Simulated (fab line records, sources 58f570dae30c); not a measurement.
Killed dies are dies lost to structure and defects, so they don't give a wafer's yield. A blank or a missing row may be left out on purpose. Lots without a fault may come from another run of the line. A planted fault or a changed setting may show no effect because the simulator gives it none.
Which tool did it? | flow berkeley_cmos170 | 15 lots, 45 wafers sampled, at 3 steps of a route of 331

WHAT THE GAUGES READ, wafer by wafer
UCB170_PWELL_THK_MEAS_03.
lot  | measured    | on            | PWELL_OXIDE_THK (nm)
L290 | day 2 19:15 | film_metro-01 | 25.8 25.6 26.2
L291 | day 3 02:51 | film_metro-01 | 26.7 27.0 27.3
L292 | day 3 02:52 | film_metro-02 | 27.4 27.6 27.2
L293 | day 3 09:25 | film_metro-01 | 27.0 26.7 26.8
L294 | day 3 17:22 | film_metro-02 | 26.5 25.9 25.8
L297 | day 4 06:23 | film_metro-02 | 27.3 27.0 26.8
L298 | day 4 11:59 | film_metro-02 | 28.1 27.7 28.3
L299 | day 4 11:59 | film_metro-01 | 28.2 28.4 28.5
L301 | day 5 06:06 | film_metro-02 | 27.6 27.4 27.5
L302 | day 5 16:23 | film_metro-04 | 27.5 27.0 27.2
L303 | day 5 16:23 | film_metro-02 | 26.9 27.0 26.9
L308 | day 6 12:26 | film_metro-01 | 25.9 26.1 25.8
L309 | day 6 12:25 | film_metro-04 | 26.2 26.5 26.1
L311 | day 7 09:03 | film_metro-02 | 27.7 27.8 28.1
L313 | day 7 17:05 | film_metro-02 | 26.8 27.2 27.1

UCB170_PLDD_CD_MEAS_06: target cd 1200 nm.
lot  | measured     | on        | cd_nm (nm)
L290 | day 6 03:28  | cd_sem-02 | 1201.3 1200.0 1201.1
L291 | day 7 04:55  | cd_sem-01 | 1200.4 1201.4 1201.6
L292 | day 7 04:53  | cd_sem-02 | 1202.4 1199.6 1202.4
L293 | day 7 05:09  | cd_sem-01 | 1201.1 1201.5 1201.5
L294 | day 7 17:40  | cd_sem-01 | 1200.4 1200.1 1200.7
L297 | day 7 17:41  | cd_sem-02 | 1199.6 1200.2 1200.5
L298 | day 7 21:47  | cd_sem-02 | 1200.6 1199.2 1199.0
L299 | day 7 22:07  | cd_sem-01 | 1200.4 1199.8 1200.1
L301 | day 8 23:50  | cd_sem-01 | 1199.9 1198.5 1198.6
L302 | day 9 08:26  | cd_sem-01 | 1202.4 1200.7 1200.8
L303 | day 9 08:09  | cd_sem-01 | 1201.7 1200.6 1200.9
L308 | day 10 05:31 | cd_sem-01 | 1200.8 1200.8 1200.1
L309 | day 10 05:46 | cd_sem-01 | 1198.7 1200.2 1201.2
L311 | day 11 07:36 | cd_sem-02 | 1200.5 1199.8 1200.9
L313 | day 11 06:45 | cd_sem-02 | 1200.8 1201.0 1200.4

WHICH TOOL RAN EACH LOT (tool, then ch and the chambers of the sampled wafers, then the start)
lot  | UCB170_NWELL_ETCH_13
L290 | rie_diel-01 ch 1,3, day 2 09:33
L291 | rie_diel-03 ch 0,3, day 2 16:18
L292 | rie_diel-02 ch 0,3, day 2 16:29
L293 | rie_diel-01 ch 1,2,3, day 2 22:43
L294 | rie_diel-01 ch 1,2,3, day 3 07:34
L297 | rie_diel-03 ch 0,1, day 3 19:32
L298 | rie_diel-01 ch 0,2,3, day 4 03:33
L299 | rie_diel-03 ch 0,3, day 4 03:53
L301 | rie_diel-02 ch 1,2,3, day 4 20:24
L302 | rie_diel-02 ch 0,1,3, day 5 08:04
L303 | rie_diel-01 ch 0,2,3, day 5 08:19
L308 | rie_diel-03 ch 0,2,3, day 6 02:46
L309 | rie_diel-01 ch 0,1,3, day 6 03:05
L311 | rie_diel-01 ch 0,2,3, day 6 23:16
L313 | rie_diel-01 ch 0,1,3, day 7 07:38
- UCB170_NWELL_ETCH_13: etches Si3N4 in CH3F/Ar/O2, stops on SiO2, target depth 246.4 nm, time 154 s.

WHAT THE TOOLS THEMSELVES READ (means of the sampled wafers that have a number; where no wafer has one, the mark that the record gives instead)
UCB170_NWELL_ETCH_13.
lot  | tool        | drypump_motor_current_A (A) | oes_product_au (a.u.) | throttle_valve_pct (%)
L290 | rie_diel-01 | 6.2                         | 0.948                 | 8.12
L291 | rie_diel-03 | 6.2                         | 0.932                 | 8.04
L292 | rie_diel-02 | 5.6                         | 0.935                 | 8.08
L293 | rie_diel-01 | 6.1                         | 0.951                 | 8.16
L294 | rie_diel-01 | 6.1                         | 0.942                 | 8.14
L297 | rie_diel-03 | 6.4                         | 0.937                 | 8.11
L298 | rie_diel-01 | 6.0                         | 0.948                 | 8.13
L299 | rie_diel-03 | 6.2                         | 0.932                 | 8.04
L301 | rie_diel-02 | 5.5                         | 0.944                 | 8.11
L302 | rie_diel-02 | 5.3                         | 0.937                 | 8.05
L303 | rie_diel-01 | 6.0                         | 0.951                 | 8.13
L308 | rie_diel-03 | 5.9                         | 0.925                 | 8.04
L309 | rie_diel-01 | 6.1                         | 0.940                 | 8.10
L311 | rie_diel-01 | 6.0                         | 0.954                 | 8.14
L313 | rie_diel-01 | 6.2                         | 0.957                 | 8.09

THE ANSWER, worked out from the rows above alone
Rule: what is usual is taken from the lots themselves. Put in order of their means at a reading, lots are off if they are a third of the lots or fewer, leave a main group of 4 or more, and stand apart from it by a gap of 3 or more times the standard deviation of the main group's means; of several such gaps the widest counts. A main group whose means are all the same, to the digits that the tables above print for the reading, isn't used. A lot without any number at a reading at which 4 lots or more have one is off too. The other lots that the step has rows for count as sound. The gauges are gone through in route order, then the tools' own readings, and for those a lot's mean is taken as printed above. The first step at which some lot is off is used, and at that step the reading that is off furthest; a lot without a number counts as furthest.
No lot is off at any reading shown: from this, nothing can be told.

WHAT THE SIMULATOR HAD PUT IN
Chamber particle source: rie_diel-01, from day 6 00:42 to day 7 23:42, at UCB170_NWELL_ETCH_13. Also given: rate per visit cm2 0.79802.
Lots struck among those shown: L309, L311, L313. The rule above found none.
